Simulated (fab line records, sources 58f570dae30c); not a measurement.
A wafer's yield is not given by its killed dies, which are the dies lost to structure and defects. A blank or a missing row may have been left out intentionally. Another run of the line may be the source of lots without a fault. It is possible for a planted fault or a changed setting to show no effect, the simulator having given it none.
Which tool is to blame?    flow berkeley_cmos170    7 lots, 21 wafers sampled, at 1 step of a route of 331

WHAT EACH GAUGE READ, for each wafer
UCB170_NWELL_THK_MEAS_02.
lot   measured     on             NWELL_OXIDE_THK (nm)
L804  day 3 07:41  film_metro-04  27.3 27.6 27.7
L808  day 3 22:00  film_metro-03  25.8 25.6 25.9
L811  day 4 06:13  film_metro-04  26.7 26.6 26.4
L814  day 4 16:56  film_metro-04  26.3 26.6 26.5
L818  day 5 13:43  film_metro-01  27.0 26.9 26.9
L821  day 6 04:00  film_metro-03  26.5 26.8 27.2
L822  day 6 09:28  film_metro-01  26.5 26.7 27.0

TOOL THAT RAN EACH LOT (tool first, then ch and the chambers of the sampled wafers, then the start)
There is no process step in the record ahead of these readings.

THE ANSWER, worked out from the rows above alone
Rule: the usual values come from the lots themselves. Put in order of their means at a reading, lots are off if they are a third of the lots or fewer, leave a main group of 4 or more, and stand apart from it by a gap of 3 or more times the standard deviation of the main group's means; of several such gaps the widest counts. Not used: any main group whose means are identical at the precision the tables above print for the reading. Also off: a lot with no number at a reading for which 4 or more lots have one. The other lots that the step has rows for count as sound.
No lot is off on any of the readings shown, so nothing can be concluded from this.

WHAT HAD BEEN PUT IN BY THE SIMULATOR
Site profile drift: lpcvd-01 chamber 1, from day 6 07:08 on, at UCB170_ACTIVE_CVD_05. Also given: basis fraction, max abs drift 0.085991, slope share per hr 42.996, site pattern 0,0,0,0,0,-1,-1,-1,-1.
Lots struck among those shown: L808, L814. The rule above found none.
